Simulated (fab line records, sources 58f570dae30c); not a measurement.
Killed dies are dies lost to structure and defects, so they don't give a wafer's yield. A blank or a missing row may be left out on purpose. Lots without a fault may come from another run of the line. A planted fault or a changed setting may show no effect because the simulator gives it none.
fab line records | flow berkeley_cmos170
record lots=5 wafers=15 last_day=10
route steps=331 shown ACTIVE@77 PFIELD@79 FIELD@89 SACOX@97 SCREENOX@100 NVT@104 PVT@115
lots that met no fault: from a run of the same line without faults
start_h: hours from the record's first day to the start of the lot's first wafer shown | wait_h: hours since the lot's step before | " the same as in the row above | L1.1+2: a row that stands for several wafers | - no value, or no start given | * or withheld: withheld | < > ~ a bound
route shown NAME@n: a module of which the file shows steps, and the number in the route of the first | usual: mean/standard deviation of fault-free wafers | same: alike in all rows | chamber/n: place in a boat | sites: the reading at each site | _std_site: their standard deviation | _edge_site: outer sites' mean less inner sites' | radius_mm: how far each site lies from the wafer's centre | mask NAME#n: copy n | behind: the tool/chamber that last shaped the wafer | hold: why the lot was held/for how many hours/how that ended | device: the transistor (n, p or np) that didn't switch | end of line: the same wafers' tests at the end of the route | a step without rows: its recipe alone | killed: dies lost to structure and defects at the first sort, not the wafer's yield | map: a wafer's dies, x killed, . not, _ none there
set.NAME: the setting as run; set.NAME@STEP: as run at that earlier step | model.NAME: the simulator's own value behind a step, which no gauge read
lots at some steps of the route; a table a step, a row a wafer
services: from which hour (start_h, from the record's first day; less than 0 if before it) a tool's chamber was out of use, for how many hours, and why
## steps
# step UCB170_ACTIVE_CD_MEAS_90
# recipe target_cd_nm=1200
# usual cd_nm=1200.1/1.4
# columns lot.wafer tool chamber start_h wait_h cd_nm
L075.3 cd_sem-02 - 84.70 0.1 1199.9
L075.4 " - " " 1200.6
L075.5 " - " " 1200.2
L081.1 cd_sem-01 - 113.56 0.1 1200.4
L081.2 " - " " 1200.5
L081.5 " - " " 1199.4
L083.1 cd_sem-02 - 129.79 0.1 1204.2
L083.3 " - " " 1203.1
L083.6 " - " " 1203.3
L084.1 cd_sem-01 - 137.32 0.1 1198.6
L084.3 " - " " 1197.8
L084.6 " - " " 1198.0
L093.3 cd_sem-02 - 170.41 0.1 1200.3
L093.5 " - " " 1201.2
L093.6 " - " " 1200.8
# step UCB170_ACTIVE_CLEAN_17
# recipe chemistry=SPM temp_c=120 time_s=600
# usual bath_guard_temp_C=119.6/0.56 temp_c=119.99/0.14
# columns lot.wafer tool chamber start_h wait_h bath_guard_temp_C temp_c
L075.3 wet_bench-02 1 84.78 0.1 120.1 119.95
L075.4 " 1 " " 120.2 120.03
L075.5 " 1 " " 120.3 119.92
L081.1 wet_bench-01 0 115.00 1.4 120.0 119.75
L081.2 " 0 " " 120.0 119.82
L081.5 " 0 " " 120.3 119.91
L083.1 wet_bench-01 1 129.91 0.1 119.0 120.07
L083.3 " 1 " " 119.1 119.95
L083.6 " 1 " " 118.9 119.99
L084.1 wet_bench-01 1 137.49 0.2 119.1 120.21
L084.3 " 1 " " 118.7 120.02
L084.6 " 1 " " 118.7 120.05
L093.3 wet_bench-02 1 170.58 0.2 119.8 120.00
L093.5 " 1 " " 120.3 119.89
L093.6 " 1 " " 120.1 120.03
# step UCB170_PFIELD_HMDS_00
# recipe prime_time_s=60 prime_temp_c=100
# columns lot.wafer tool chamber start_h wait_h
L075.3+4+5 litho_track-03 0 85.02 0.1
L081.1+2+5 litho_track-04 0 115.18 0.0
L083.1+3+6 litho_track-01 0 130.09 0.0
L084.1+3+6 litho_track-04 0 137.67 0.0
L093.3+5+6 litho_track-04 0 171.18 0.4
# step UCB170_PFIELD_COAT_01
# recipe resist=KrF spin_rpm=1500 resist_thk_nm=900
# columns lot.wafer tool chamber start_h wait_h
L075.3+4+5 litho_track-03 0 85.17 0.1
L081.1+2+5 litho_track-04 0 115.33 0.1
L083.1+3+6 litho_track-01 0 130.24 0.1
L084.1+3+6 litho_track-04 0 137.82 0.1
L093.3+5+6 litho_track-04 0 171.33 0.1
# step UCB170_PFIELD_SOFTBAKE_02
# recipe resist=KrF temp_c=130 time_s=60
# columns lot.wafer tool chamber start_h wait_h
L075.3+4+5 litho_track-03 0 85.32 0.1
L081.1+2+5 litho_track-04 0 115.48 0.1
L083.1+3+6 litho_track-01 0 130.39 0.1
L084.1+3+6 litho_track-04 0 137.97 0.1
L093.3+5+6 litho_track-04 0 171.48 0.1
# step UCB170_PFIELD_EXPOSE_03
# recipe mask_id=PFIELD na=0.5 sigma_outer=0.6 source_shape=conventional target_cd_nm=1500 dose_mj=30
# columns lot.wafer tool chamber start_h wait_h mask
L075.3+4+5 krf_scanner-01 0 85.46 0.1 PFIELD#0
L081.1+2+5 krf_scanner-02 0 115.64 0.1 PFIELD#0
L083.1+3+6 krf_scanner-01 0 130.66 0.2 PFIELD#0
L084.1+3+6 krf_scanner-01 0 138.12 0.1 PFIELD#0
L093.3+5+6 krf_scanner-02 0 171.74 0.2 PFIELD#0
# step UCB170_PFIELD_PEB_04
# recipe peb_temp_c=130 peb_time_s=withheld resist=KrF
# columns lot.wafer tool chamber start_h wait_h
L075.3+4+5 litho_track-03 0 85.92 0.4
L081.1+2+5 litho_track-04 0 115.75 0.1
L083.1+3+6 litho_track-04 0 130.88 0.2
L084.1+3+6 litho_track-03 0 138.23 0.1
L093.3+5+6 litho_track-03 0 172.22 0.5
# step UCB170_PFIELD_DEVELOP_05
# recipe developer=TMAH develop_time_s=45 resist=KrF dev_temp_c=21
# usual developer_temp_C=21.01/0.11
# same develop_time_s=45
# columns lot.wafer tool chamber start_h wait_h developer_temp_C
L075.3 litho_track-03 0 - - 20.87
L075.4 " 0 " " 21.05
L075.5 " 0 " " 20.91
L081.1 litho_track-04 0 - - 20.94
L081.2 " 0 " " 21.05
L081.5 " 0 " " 21.11
L083.1 litho_track-04 0 - - 20.77
L083.3 " 0 " " 20.95
L083.6 " 0 " " 20.87
L084.1 litho_track-03 0 - - 21.08
L084.3 " 0 " " 20.95
L084.6 " 0 " " 21.01
L093.3 litho_track-03 0 - - 20.79
L093.5 " 0 " " 20.98
L093.6 " 0 " " 20.85
# step UCB170_PFIELD_OVL_MEAS_06
# usual PFIELD_OVL=0/4.1
# columns lot.wafer tool chamber start_h wait_h PFIELD_OVL[nm]
L075.3 overlay-01 - 86.16 - -1
L075.4 " - " " 4
L075.5 " - " " 6
L081.1 overlay-02 - 116.03 - 1
L081.2 " - " " 4
L081.5 " - " " -2
L083.1 overlay-01 - 131.16 - 2
L083.3 " - " " -5
L083.6 " - " " 0
L084.1 overlay-01 - 138.51 - -9
L084.3 " - " " -2
L084.6 " - " " -5
L093.3 overlay-02 - 172.45 - 6
L093.5 " - " " 6
L093.6 " - " " 11
# step UCB170_PFIELD_IMPLANT_07
# recipe species=B dose_cm2=2e+13 energy_kev=80 tilt_deg=7
# columns lot.wafer tool chamber start_h wait_h
L075.3+4+5 implanter-01 0 86.23 0.1
L081.1+2+5 implanter-01 0 116.06 0.0
L083.1+3+6 implanter-01 0 131.19 0.0
L084.1+3+6 implanter-02 0 138.54 0.0
L093.3+5+6 implanter-02 0 172.53 0.1
# step UCB170_PFIELD_STRIP_08
# recipe chemistry=O2 power_w=400 pressure_mtorr=3500 platen_temp_c=withheld o2_flow_sccm=400 overash_fraction=0.5
# usual drypump_motor_current_A=5.77/0.21 oes_product_au=0.734/0.0043 strip_time_to_endpoint_s=21.62/0.059
# columns lot.wafer tool chamber start_h wait_h drypump_motor_current_A oes_product_au rf_hours_counter_h strip_time_to_endpoint_s
L075.3 plasma_asher-03 0 86.37 0.1 5.45 0.733 - 21.61
L075.4 " 1 " " 6.09 0.736 - 21.47
L075.5 " 1 " " 6.04 0.734 - 21.56
L081.1 plasma_asher-03 0 116.21 0.1 5.46 0.738 29 21.57
L081.2 " 1 " " 6.10 0.735 29 21.58
L081.5 " 0 " " 5.47 0.737 - 21.47
L083.1 plasma_asher-04 0 131.34 0.1 5.86 0.736 44 21.57
L083.3 " 1 " " 5.68 0.739 - 21.69
L083.6 " 1 " " 5.66 0.728 - 21.64
L084.1 plasma_asher-02 1 138.69 0.1 5.61 0.732 0 21.58
L084.3 " 1 " " 5.60 0.738 - 21.52
L084.6 " 1 " " 5.62 0.735 - 21.63
L093.3 plasma_asher-03 0 172.66 0.1 5.47 0.734 - 21.64
L093.5 " 1 " " 6.01 0.736 - 21.61
L093.6 " 0 " " 5.46 0.737 - 21.74
# step UCB170_PFIELD_TW_MEAS_09
# usual PFIELD_TW=601/6.2
# columns lot.wafer tool chamber start_h wait_h PFIELD_TW
L075.3 film_metro-02 - 86.45 0.1 596
L075.4 " - " " 595
L075.5 " - " " 594
L081.1 film_metro-03 - 116.31 0.1 596
L081.2 " - " " 597
L081.5 " - " " 598
L083.1 film_metro-04 - 131.44 0.1 609
L083.3 " - " " 607
L083.6 " - " " 609
L084.1 film_metro-04 - 138.79 0.1 610
L084.3 " - " " 606
L084.6 " - " " 610
L093.3 film_metro-03 - 172.75 0.1 599
L093.5 " - " " 601
L093.6 " - " " 600
# step UCB170_FIELD_CLEAN_00
# recipe chemistry=dHF dilution=25:1 time_s=7.5
# columns lot.wafer tool chamber start_h wait_h
L075.3+4+5 wet_bench-04 1 86.49 0.0
L081.1+2+5 wet_bench-04 2 116.37 0.1
L083.1+3+6 wet_bench-03 0 131.50 0.1
L084.1+3+6 wet_bench-03 2 139.95 1.1
L093.3+5+6 wet_bench-04 1 172.79 0.0
# step UCB170_FIELD_OXIDATION_01
# recipe temp_c=1000 ambient=H2O p_h2o_torr=584.62 target_thk_a=5583 ox_time_s=7028
# columns lot.wafer tool chamber start_h wait_h
L075.3+4+5 furnace-01 0 93.05 6.5
L081.1+2+5 furnace-03 0 121.42 5.0
L083.1+3+6 furnace-02 0 134.76 3.2
L084.1+3+6 furnace-02 0 143.19 3.2
L093.3+5+6 furnace-01 0 175.83 3.0
# step UCB170_FIELD_THK_MEAS_02
# recipe reads=SiO2_of_FIELD_OXIDATION_01
# usual FIELD_OXIDE_THK=544/8.8
# columns lot.wafer tool chamber start_h wait_h FIELD_OXIDE_THK[nm]
L075.3 film_metro-04 - 96.07 0.0 549
L075.4 " - " " 546
L075.5 " - " " 551
L081.1 film_metro-01 - 124.42 0.0 541
L081.2 " - " " 539
L081.5 " - " " 540
L083.1 film_metro-03 - 137.76 0.0 543
L083.3 " - " " 546
L083.6 " - " " 548
L084.1 film_metro-01 - 146.19 0.0 546
L084.3 " - " " 541
L084.6 " - " " 542
L093.3 film_metro-03 - 178.85 0.0 540
L093.5 " - " " 531
L093.6 " - " " 528
# step UCB170_FIELD_ANNEAL_03
# recipe temp_c=1000 time_s=1200 ambient=N2
# columns lot.wafer tool chamber start_h wait_h
L075.3+4+5 furnace-02 0 99.24 3.2
L081.1+2+5 furnace-02 0 127.84 3.4
L083.1+3+6 furnace-02 0 141.86 4.1
L084.1+3+6 furnace-01 0 149.98 3.8
L093.3+5+6 furnace-02 0 181.77 2.9
# step UCB170_FIELD_WET_ETCH_04
# recipe chemistry=dHF dilution=10:1 target=SiO2 temp_c=25 time_s=60
# usual temp_c=25.01/0.11
# columns lot.wafer tool chamber start_h wait_h temp_c
L075.3 wet_bench-02 0 100.57 0.0 25.16
L075.4 " 0 " " 24.91
L075.5 " 0 " " 24.89
L081.1 wet_bench-04 1 129.17 0.0 24.99
L081.2 " 1 " " 25.05
L081.5 " 1 " " 25.05
L083.1 wet_bench-04 2 143.19 0.0 24.92
L083.3 " 2 " " 24.89
L083.6 " 2 " " 24.93
L084.1 wet_bench-03 3 151.31 0.0 24.85
L084.3 " 3 " " 25.06
L084.6 " 3 " " 25.02
L093.3 wet_bench-02 3 183.10 0.0 24.95
L093.5 " 3 " " 25.00
L093.6 " 3 " " 24.97
# step UCB170_FIELD_WET_ETCH_05
# recipe chemistry=H3PO4 target=Si3N4 temp_c=160 time_s=12600
# usual bath_guard_temp_C=160.1/0.39 temp_c=160.00/0.14
# columns lot.wafer tool chamber start_h wait_h bath_guard_temp_C temp_c
L075.3 wet_bench-03 0 100.60 0.0 160.8 160.16
L075.4 " 0 " " 160.2 160.18
L075.5 " 0 " " 160.4 160.01
L081.1 wet_bench-04 1 129.20 0.0 160.5 160.00
L081.2 " 1 " " 160.6 159.87
L081.5 " 1 " " 160.5 159.65
L083.1 wet_bench-04 0 143.21 0.0 160.1 160.11
L083.3 " 0 " " 160.4 160.23
L083.6 " 0 " " 160.5 160.01
L084.1 wet_bench-03 3 151.34 0.0 160.2 159.99
L084.3 " 3 " " 159.7 159.92
L084.6 " 3 " " 160.3 159.88
L093.3 wet_bench-04 2 183.12 0.0 160.0 160.15
L093.5 " 2 " " 160.1 159.70
L093.6 " 2 " " 160.0 159.99
# step UCB170_FIELD_WET_ETCH_06
# recipe chemistry=BOE dilution=5:1 target=SiO2 temp_c=25 time_s=22
# usual temp_c=24.98/0.11
# columns lot.wafer tool chamber start_h wait_h temp_c
L075.3 wet_bench-04 0 104.11 0.0 24.90
L075.4 " 0 " " 24.90
L075.5 " 0 " " 25.01
L081.1 wet_bench-03 0 133.03 0.0 25.01
L081.2 " 0 " " 24.87
L081.5 " 0 " " 25.00
L083.1 wet_bench-03 0 146.79 0.1 25.09
L083.3 " 0 " " 24.87
L083.6 " 0 " " 24.87
L084.1 wet_bench-03 1 154.95 0.1 25.12
L084.3 " 1 " " 25.16
L084.6 " 1 " " 25.05
L093.3 wet_bench-02 2 186.63 0.0 25.06
L093.5 " 2 " " 25.01
L093.6 " 2 " " 24.95
# step UCB170_FIELD_THK_MEAS_90
# recipe reads=SiO2_of_FIELD_OXIDATION_01
# usual FIELD_OXIDE_LEFT_1_THK=428/8.7
# columns lot.wafer tool chamber start_h wait_h FIELD_OXIDE_LEFT_1_THK[nm]
L075.3 film_metro-01 - 104.14 0.0 432
L075.4 " - " " 430
L075.5 " - " " 436
L081.1 film_metro-01 - 133.04 0.0 424
L081.2 " - " " 421
L081.5 " - " " 424
L083.1 film_metro-04 - 146.80 0.0 427
L083.3 " - " " 430
L083.6 " - " " 432
L084.1 film_metro-01 - 155.00 0.0 429
L084.3 " - " " 424
L084.6 " - " " 425
L093.3 film_metro-03 - 186.67 0.0 423
L093.5 " - " " 415
L093.6 " - " " 412
# step UCB170_SACOX_CLEAN_00
# recipe chemistry=dHF dilution=25:1 time_s=7.5
# columns lot.wafer tool chamber start_h wait_h
L075.3+4+5 wet_bench-04 3 104.18 0.0
L081.1+2+5 wet_bench-04 0 133.25 0.2
L083.1+3+6 wet_bench-04 3 146.90 0.1
L084.1+3+6 wet_bench-04 1 155.08 0.1
L093.3+5+6 wet_bench-01 1 186.71 0.0
# step UCB170_SACOX_OXIDATION_01
# recipe temp_c=908.8 ambient=O2 target_thk_a=144 ox_time_s=2400
# columns lot.wafer tool chamber start_h wait_h
L075.3+4+5 furnace-02 0 105.84 1.6
L081.1+2+5 furnace-04 0 137.17 3.9
L083.1+3+6 furnace-04 0 148.52 1.6
L084.1+3+6 furnace-04 0 156.85 1.8
L093.3+5+6 furnace-02 0 189.60 2.9
# step UCB170_SACOX_THK_MEAS_02
# recipe reads=SiO2_of_SACOX_OXIDATION_01
# usual SACOX_OXIDE_THK=15.8/0.36
# columns lot.wafer tool chamber start_h wait_h SACOX_OXIDE_THK[nm]
L075.3 film_metro-01 - 107.53 0.0 16.1
L075.4 " - " " 16.2
L075.5 " - " " 16.0
L081.1 film_metro-02 - 138.84 0.0 16.1
L081.2 " - " " 16.2
L081.5 " - " " 16.3
L083.1 film_metro-03 - 150.19 0.0 16.1
L083.3 " - " " 15.9
L083.6 " - " " 15.9
L084.1 film_metro-01 - 158.54 0.0 16.4
L084.3 " - " " 16.1
L084.6 " - " " 15.8
L093.3 film_metro-01 - 191.29 0.0 15.5
L093.5 " - " " 15.7
L093.6 " - " " 15.6
# step UCB170_SCREENOX_WET_ETCH_00
# recipe chemistry=dHF dilution=25:1 target=SiO2 temp_c=25 time_s=200
# usual temp_c=24.98/0.11
# columns lot.wafer tool chamber start_h wait_h temp_c
L075.3 wet_bench-04 3 107.57 0.0 25.06
L075.4 " 3 " " 24.99
L075.5 " 3 " " 25.06
L081.1 wet_bench-03 3 139.96 1.1 25.00
L081.2 " 3 " " 25.04
L081.5 " 3 " " 24.98
L083.1 wet_bench-03 3 150.25 0.1 25.01
L083.3 " 3 " " 25.10
L083.6 " 3 " " 25.02
L084.1 wet_bench-04 2 158.64 0.1 24.86
L084.3 " 2 " " 24.94
L084.6 " 2 " " 24.90
L093.3 wet_bench-04 2 191.50 0.2 25.07
L093.5 " 2 " " 24.95
L093.6 " 2 " " 24.87
# step UCB170_SCREENOX_OXIDATION_01
# recipe temp_c=900 ambient=O2 target_thk_a=144 ox_time_s=2400
# columns lot.wafer tool chamber start_h wait_h
L075.3+4+5 furnace-03 0 108.80 1.2
L081.1+2+5 furnace-04 0 142.75 2.7
L083.1+3+6 furnace-04 0 153.69 3.4
L084.1+3+6 furnace-01 0 163.83 5.1
L093.3+5+6 furnace-03 0 192.26 0.7
# step UCB170_SCREENOX_THK_MEAS_02
# recipe reads=SiO2_of_SCREENOX_OXIDATION_01
# usual SCREENOX_OXIDE_THK=14.3/0.36
# columns lot.wafer tool chamber start_h wait_h SCREENOX_OXIDE_THK[nm]
L075.3 film_metro-02 - 110.55 0.1 13.7
L075.4 " - " " 14.0
L075.5 " - " " 13.8
L081.1 film_metro-01 - 144.42 0.0 14.7
L081.2 " - " " 14.8
L081.5 " - " " 14.9
L083.1 film_metro-02 - 155.35 0.0 14.5
L083.3 " - " " 14.5
L083.6 " - " " 14.7
L084.1 film_metro-01 - 165.50 0.0 14.3
L084.3 " - " " 14.3
L084.6 " - " " 14.1
L093.3 film_metro-04 - 193.95 0.0 14.2
L093.5 " - " " 14.3
L093.6 " - " " 14.4
# step UCB170_SCREENOX_ANNEAL_03
# recipe temp_c=900 time_s=900 ambient=N2
# columns lot.wafer tool chamber start_h wait_h
L075.3+4+5 furnace-03 0 113.15 2.6
L081.1+2+5 furnace-01 0 148.73 4.3
L083.1+3+6 furnace-01 0 158.48 3.1
L084.1+3+6 furnace-03 0 168.85 3.3
L093.3+5+6 furnace-03 0 196.78 2.8
# step UCB170_NVT_HMDS_00
# recipe prime_time_s=60 prime_temp_c=100
# columns lot.wafer tool chamber start_h wait_h
L075.3+4+5 litho_track-01 0 114.90 0.5
L081.1+2+5 litho_track-02 0 150.27 0.3
L083.1+3+6 litho_track-03 0 160.00 0.3
L084.1+3+6 litho_track-03 0 170.27 0.2
L093.3+5+6 litho_track-01 0 198.19 0.2
# step UCB170_NVT_COAT_01
# recipe resist=KrF spin_rpm=1500 resist_thk_nm=900
# columns lot.wafer tool chamber start_h wait_h
L075.3+4+5 litho_track-01 0 115.05 0.1
L081.1+2+5 litho_track-02 0 150.42 0.1
L083.1+3+6 litho_track-03 0 160.15 0.1
L084.1+3+6 litho_track-03 0 170.42 0.1
L093.3+5+6 litho_track-01 0 198.34 0.1
# step UCB170_NVT_SOFTBAKE_02
# recipe resist=KrF temp_c=130 time_s=60
# columns lot.wafer tool chamber start_h wait_h
L075.3+4+5 litho_track-01 0 115.20 0.1
L081.1+2+5 litho_track-02 0 150.57 0.1
L083.1+3+6 litho_track-03 0 160.30 0.1
L084.1+3+6 litho_track-03 0 170.57 0.1
L093.3+5+6 litho_track-01 0 198.49 0.1
# step UCB170_NVT_EXPOSE_03
# recipe mask_id=PWELL target_cd_nm=3000 na=0.5 sigma_outer=0.6 source_shape=conventional dose_mj=30
# columns lot.wafer tool chamber start_h wait_h mask
L075.3+4+5 krf_scanner-01 0 115.62 0.4 PWELL#0
L081.1+2+5 krf_scanner-02 0 150.72 0.1 PWELL#0
L083.1+3+6 krf_scanner-02 0 160.45 0.1 PWELL#0
L084.1+3+6 krf_scanner-01 0 170.81 0.2 PWELL#0
L093.3+5+6 krf_scanner-02 0 198.63 0.1 PWELL#0
# step UCB170_NVT_PEB_04
# recipe peb_temp_c=130 peb_time_s=withheld resist=KrF
# columns lot.wafer tool chamber start_h wait_h
L075.3+4+5 litho_track-03 0 115.78 0.1
L081.1+2+5 litho_track-03 0 151.08 0.3
L083.1+3+6 litho_track-01 0 160.72 0.3
L084.1+3+6 litho_track-03 0 171.44 0.6
L093.3+5+6 litho_track-02 0 199.16 0.5
# step UCB170_NVT_DEVELOP_05
# recipe developer=TMAH develop_time_s=45 resist=KrF dev_temp_c=21
# usual developer_temp_C=20.96/0.1
# same develop_time_s=45
# columns lot.wafer tool chamber start_h wait_h developer_temp_C
L075.3 litho_track-03 0 - - 20.89
L075.4 " 0 " " 20.98
L075.5 " 0 " " 21.01
L081.1 litho_track-03 0 - - 20.99
L081.2 " 0 " " 20.79
L081.5 " 0 " " 20.95
L083.1 litho_track-01 0 - - 21.06
L083.3 " 0 " " 20.93
L083.6 " 0 " " 21.07
L084.1 litho_track-03 0 - - 21.02
L084.3 " 0 " " 20.81
L084.6 " 0 " " 20.77
L093.3 litho_track-02 0 - - 20.87
L093.5 " 0 " " 21.14
L093.6 " 0 " " 20.87
# step UCB170_NVT_OVL_MEAS_06
# usual NVT_OVL=-4/7.3
# columns lot.wafer tool chamber start_h wait_h NVT_OVL[nm]
L075.3 overlay-01 - 116.02 - 8
L075.4 " - " " -1
L075.5 " - " " 2
L081.1 overlay-01 - 151.35 - 1
L081.2 " - " " -7
L081.5 " - " " 2
L083.1 overlay-01 - 160.99 - 1
L083.3 " - " " 0
L083.6 " - " " -8
L084.1 overlay-02 - 171.72 - 6
L084.3 " - " " 2
L084.6 " - " " -1
L093.3 overlay-01 - 199.40 - 2
L093.5 " - " " 2
L093.6 " - " " -7
# step UCB170_NVT_IMPLANT_07
# recipe species=BF2 dose_cm2=3.045e+12 energy_kev=50 tilt_deg=7
# columns lot.wafer tool chamber start_h wait_h
L075.3+4+5 implanter-03 0 116.09 0.1
L081.1+2+5 implanter-02 0 151.39 0.0
L083.1+3+6 implanter-04 0 161.03 0.0
L084.1+3+6 implanter-02 0 171.75 0.0
L093.3+5+6 implanter-04 0 199.47 0.1
# step UCB170_NVT_STRIP_08
# recipe chemistry=O2 power_w=400 pressure_mtorr=3500 platen_temp_c=withheld o2_flow_sccm=400 overash_fraction=0.5
# usual drypump_motor_current_A=5.87/0.27 oes_product_au=0.734/0.0043 strip_time_to_endpoint_s=21.63/0.064
# columns lot.wafer tool chamber start_h wait_h drypump_motor_current_A oes_product_au rf_hours_counter_h strip_time_to_endpoint_s
L075.3 plasma_asher-04 0 116.22 0.1 5.83 0.738 - 21.71
L075.4 " 1 " " 5.63 0.735 - 21.75
L075.5 " 0 " " 5.84 0.730 - 21.74
L081.1 plasma_asher-03 0 151.54 0.1 5.48 0.732 33 21.57
L081.2 " 1 " " 6.07 0.738 33 21.68
L081.5 " 0 " " 5.45 0.738 - 21.62
L083.1 plasma_asher-03 0 161.18 0.1 5.47 0.737 35 21.62
L083.3 " 1 " " 6.03 0.732 - 21.57
L083.6 " 1 " " 6.01 0.744 - 21.68
L084.1 plasma_asher-01 1 171.90 0.1 6.24 0.736 48 21.55
L084.3 " 0 " " 6.02 0.735 - 21.62
L084.6 " 1 " " 6.25 0.724 - 21.54
L093.3 plasma_asher-03 1 199.61 0.1 6.05 0.735 - 21.61
L093.5 " 0 " " 5.50 0.737 - 21.56
L093.6 " 1 " " 6.06 0.739 - 21.67
# step UCB170_NVT_TW_MEAS_09
# usual NVT_TW=528/5
# columns lot.wafer tool chamber start_h wait_h NVT_TW
L075.3 film_metro-02 - 116.31 0.1 521
L075.4 " - " " 523
L075.5 " - " " 525
L081.1 film_metro-03 - 151.64 0.1 527
L081.2 " - " " 529
L081.5 " - " " 526
L083.1 film_metro-04 - 161.28 0.1 532
L083.3 " - " " 535
L083.6 " - " " 535
L084.1 film_metro-03 - 172.00 0.1 527
L084.3 " - " " 526
L084.6 " - " " 528
L093.3 film_metro-02 - 199.69 0.1 520
L093.5 " - " " 521
L093.6 " - " " 519
# step UCB170_NVT_CLEAN_10
# recipe chemistry=SPM temp_c=120 time_s=600
# usual bath_guard_temp_C=119.7/0.66 temp_c=120.00/0.13
# columns lot.wafer tool chamber start_h wait_h bath_guard_temp_C temp_c
L075.3 wet_bench-01 1 116.40 0.1 119.0 119.98
L075.4 " 1 " " 119.1 120.03
L075.5 " 1 " " 118.9 119.97
L081.1 wet_bench-01 2 151.70 0.1 120.6 120.09
L081.2 " 2 " " 120.5 120.15
L081.5 " 2 " " 120.5 119.86
L083.1 wet_bench-01 0 162.54 1.3 120.0 120.03
L083.3 " 0 " " 119.6 120.07
L083.6 " 0 " " 119.8 119.98
L084.1 wet_bench-03 2 172.63 0.6 119.2 119.90
L084.3 " 2 " " 118.8 120.07
L084.6 " 2 " " 118.9 120.34
L093.3 wet_bench-02 1 200.32 0.6 120.0 120.11
L093.5 " 1 " " 120.1 120.07
L093.6 " 1 " " 120.1 120.36
# step UCB170_PVT_HMDS_00
# recipe prime_time_s=60 prime_temp_c=100
# columns lot.wafer tool chamber start_h wait_h
L075.3+4+5 litho_track-02 0 116.62 0.1
L081.1+2+5 litho_track-04 0 151.87 0.0
L083.1+3+6 litho_track-04 0 162.71 0.0
L084.1+3+6 litho_track-02 0 173.08 0.3
L093.3+5+6 litho_track-02 0 200.81 0.3
# step UCB170_PVT_COAT_01
# recipe resist=KrF spin_rpm=1500 resist_thk_nm=900
# columns lot.wafer tool chamber start_h wait_h
L075.3+4+5 litho_track-02 0 116.77 0.1
L081.1+2+5 litho_track-04 0 152.02 0.1
L083.1+3+6 litho_track-04 0 162.86 0.1
L084.1+3+6 litho_track-02 0 173.23 0.1
L093.3+5+6 litho_track-02 0 200.96 0.1
# step UCB170_PVT_SOFTBAKE_02
# recipe resist=KrF temp_c=130 time_s=60
# columns lot.wafer tool chamber start_h wait_h
L075.3+4+5 litho_track-02 0 116.92 0.1
L081.1+2+5 litho_track-04 0 152.17 0.1
L083.1+3+6 litho_track-04 0 163.01 0.1
L084.1+3+6 litho_track-02 0 173.38 0.1
L093.3+5+6 litho_track-02 0 201.11 0.1
# step UCB170_PVT_EXPOSE_03
# recipe mask_id=NWELL target_cd_nm=3000 na=0.5 sigma_outer=0.6 source_shape=conventional dose_mj=30
# columns lot.wafer tool chamber start_h wait_h mask
L075.3+4+5 krf_scanner-01 0 117.39 0.4 NWELL#0
L081.1+2+5 krf_scanner-02 0 152.32 0.1 NWELL#0
L083.1+3+6 krf_scanner-02 0 163.41 0.4 NWELL#0
L084.1+3+6 krf_scanner-02 0 173.72 0.3 NWELL#0
L093.3+5+6 krf_scanner-02 0 201.38 0.2 NWELL#0
# step UCB170_PVT_PEB_04
# recipe peb_temp_c=130 peb_time_s=withheld resist=KrF
# columns lot.wafer tool chamber start_h wait_h
L075.3+4+5 litho_track-04 0 117.51 0.1
L081.1+2+5 litho_track-02 0 152.48 0.1
L083.1+3+6 litho_track-04 0 163.56 0.1
L084.1+3+6 litho_track-04 0 174.38 0.6
L093.3+5+6 litho_track-02 0 201.99 0.6
# step UCB170_PVT_DEVELOP_05
# recipe developer=TMAH develop_time_s=45 resist=KrF dev_temp_c=21
# usual developer_temp_C=21.00/0.098
# same develop_time_s=45
# columns lot.wafer tool chamber start_h wait_h developer_temp_C
L075.3 litho_track-04 0 - - 20.98
L075.4 " 0 " " 20.92
L075.5 " 0 " " 21.17
L081.1 litho_track-02 0 - - 21.11
L081.2 " 0 " " 21.05
L081.5 " 0 " " 21.10
L083.1 litho_track-04 0 - - 21.01
L083.3 " 0 " " 21.02
L083.6 " 0 " " 20.94
L084.1 litho_track-04 0 - - 21.01
L084.3 " 0 " " 20.96
L084.6 " 0 " " 20.99
L093.3 litho_track-02 0 - - 20.86
L093.5 " 0 " " 20.97
L093.6 " 0 " " 20.92
# step UCB170_PVT_OVL_MEAS_06
# usual PVT_OVL=2/4.7
# columns lot.wafer tool chamber start_h wait_h PVT_OVL[nm]
L075.3 overlay-02 - 117.75 - 5
L075.4 " - " " 7
L075.5 " - " " 7
L081.1 overlay-01 - 152.76 - -8
L081.2 " - " " -3
L081.5 " - " " -1
L083.1 overlay-01 - 163.83 - 8
L083.3 " - " " 6
L083.6 " - " " 8
L084.1 overlay-01 - 174.66 - 2
L084.3 " - " " 5
L084.6 " - " " 1
L093.3 overlay-01 - 202.22 - -1
L093.5 " - " " 2
L093.6 " - " " -1
# step UCB170_PVT_IMPLANT_07
# recipe species=P dose_cm2=2e+12 energy_kev=30 tilt_deg=7
# columns lot.wafer tool chamber start_h wait_h
L075.3+4+5 implanter-04 0 117.88 0.1
L081.1+2+5 implanter-03 0 152.79 0.0
L083.1+3+6 implanter-04 0 163.87 0.0
L084.1+3+6 implanter-01 0 174.69 0.0
L093.3+5+6 implanter-04 0 202.30 0.1
## services
# columns tool chamber start_h hours kind
krf_scanner-02 - 62.99 1.0 pm
implanter-03 - 69.01 3.3 pm
implanter-03 - 73.61 4.2 repair
implanter-01 - 83.48 2.7 repair
plasma_asher-01 - 85.07 2.0 repair
furnace-03 - 86.32 4.0 pm
implanter-02 - 90.44 1.2 repair
krf_scanner-02 - 106.63 0.3 repair
implanter-01 - 110.03 1.7 repair
krf_scanner-01 - 125.96 0.8 pm
implanter-04 - 129.85 3.3 pm
krf_scanner-01 - 140.99 1.3 repair
implanter-02 - 144.08 4.7 repair
implanter-04 - 147.30 6.0 repair
implanter-03 - 148.21 1.0 repair
krf_scanner-01 - 158.84 1.0 pm
furnace-02 - 160.92 3.9 pm
furnace-04 - 162.27 3.7 pm
krf_scanner-02 - 168.06 1.3 pm
implanter-03 - 175.17 1.5 repair
furnace-03 - 182.65 3.1 pm
plasma_asher-03 - 187.87 1.6 repair
krf_scanner-02 - 194.06 0.8 pm
plasma_asher-03 - 194.65 2.0 repair
## key
fault none
